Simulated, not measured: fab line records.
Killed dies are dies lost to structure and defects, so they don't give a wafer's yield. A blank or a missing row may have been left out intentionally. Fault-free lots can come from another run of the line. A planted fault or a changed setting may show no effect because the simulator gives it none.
What tool caused it? ; flow berkeley-cmos170 ; 38 wafers from 13 lots sampled at 3 of the route's 331 steps

== WHAT THE GAUGES READ, wafer by wafer ==
UCB170_V2_BOW_MEAS_03. Usual: V2_BOW 37 um, standard deviation 7.
lot;measured;on;V2_BOW (um);flag
L851;day 7 16:18;film-metro-04;38 23 27;
L852;day 7 16:42;film-metro-03;31 25 35;
L854;day 8 16:36;film-metro-03;30 34 25;
L856;day 8 16:56;film-metro-03;45 37 49;
L857;day 9 01:44;film-metro-03;41 46 32;
L859;day 9 05:25;film-metro-02;35 38 28;
L862;day 9 22:03;film-metro-03;31 19 42;
L863;day 10 08:57;film-metro-04;38 35 41;
L864;day 10 16:33;film-metro-02;24 28 28;
L867;day 11 04:07;film-metro-02;34 34;
L870;day 11 14:32;film-metro-03;26 27 30;
L871;day 11 23:53;film-metro-02;41 39 34;
L873;day 12 12:16;film-metro-02;35 50 43;

UCB170_V2_OVL_MEAS_13. Usual: V2_OVL -2 nm, standard deviation 5.4.
lot;measured;on;V2_OVL (nm);flag
L851;day 7 17:55;overlay-01;-8 -2 -3;
L852;day 7 18:50;overlay-01;1 0 -7;
L854;day 8 18:02;overlay-01;11 10 10;
L856;day 8 18:20;overlay-02;11 3 -6;
L857;day 9 04:01;overlay-02;-6 -17 -7;
L859;day 9 06:57;overlay-02;-6 11 1;
L862;day 9 23:29;overlay-01;-3 -7 -9;
L863;day 10 10:23;overlay-01;0 4 2;
L864;day 10 18:40;overlay-01;3 -2 -3;
L867;day 11 05:33;overlay-01;6 2;
L870;day 11 17:22;overlay-01;4 -1 -10;
L871;day 12 01:22;overlay-01;4 -7 -5;
L873;day 12 13:53;overlay-01;-10 -2 -9;

== WHAT TOOL EACH LOT RAN ON (gives the tool, then ch and the chambers of the sampled wafers, and finally the start) ==
lot;UCB170_M2_STRIP_19
L851;plasma-asher-02 ch 0, day 7 15:33
L852;plasma-asher-03 ch 0,1, day 7 15:58
L854;plasma-asher-03 ch 0,1, day 8 15:52
L856;plasma-asher-03 ch 0,1, day 8 16:10
L857;plasma-asher-04 ch 0,1, day 9 01:01
L859;plasma-asher-04 ch 0,1, day 9 04:40
L862;plasma-asher-03 ch 0,1, day 9 21:10
L863;plasma-asher-02 ch 0,1, day 10 08:12
L864;plasma-asher-03 ch 0,1, day 10 15:49
L867;plasma-asher-03 ch 0,1, day 11 03:08
L870;plasma-asher-03 ch 0,1, day 11 13:47
L871;plasma-asher-02 ch 0,1, day 11 23:05
L873;plasma-asher-03 ch 0,1, day 12 11:31
- UCB170_M2_STRIP_19: strips in O2.

== AS READ BY THE TOOLS THEMSELVES (means over the sampled wafers that have a number; for cases with no such wafer, the mark the record gives instead) ==
UCB170_M2_STRIP_19. Usual: drypump-motor-current-A 5.27 A, standard deviation 0.27; oes-product-au 0.554 a.u., standard deviation 0.017.
lot;tool;drypump-motor-current-A (A);oes-product-au (a.u.);flag
L851;plasma-asher-02;5.05;0.564;
L852;plasma-asher-03;5.29;0.563;
L854;plasma-asher-03;5.32;0.561;
L856;plasma-asher-03;5.35;0.548;
L857;plasma-asher-04;4.97;0.569;
L859;plasma-asher-04;5.23;0.554;
L862;plasma-asher-03;5.36;0.577;
L863;plasma-asher-02;5.22;0.571;
L864;plasma-asher-03;5.31;0.543;
L867;plasma-asher-03;5.32;0.529;
L870;plasma-asher-03;5.29;0.562;
L871;plasma-asher-02;5.40;0.553;
L873;plasma-asher-03;5.34;0.553;

== THE ANSWER, worked out from the rows above alone ==
Rule: a lot counts as off when the mean over its wafers that have a number is more than 3 standard deviations away from the usual mean. Also off: a lot with no number at a reading for which 4 or more lots have one. Where the step has rows for the other lots, those lots are counted as sound. After the gauges, taken in route order, come the tools' own readings; for these a lot's mean is taken, as printed above. The first step at which some lot is off is used, and at that step the reading that is off furthest; a lot without a number counts as furthest.
Across all readings shown, no lot is off: no conclusion can be drawn from this.

== WHAT THE SIMULATOR HAD INSERTED ==
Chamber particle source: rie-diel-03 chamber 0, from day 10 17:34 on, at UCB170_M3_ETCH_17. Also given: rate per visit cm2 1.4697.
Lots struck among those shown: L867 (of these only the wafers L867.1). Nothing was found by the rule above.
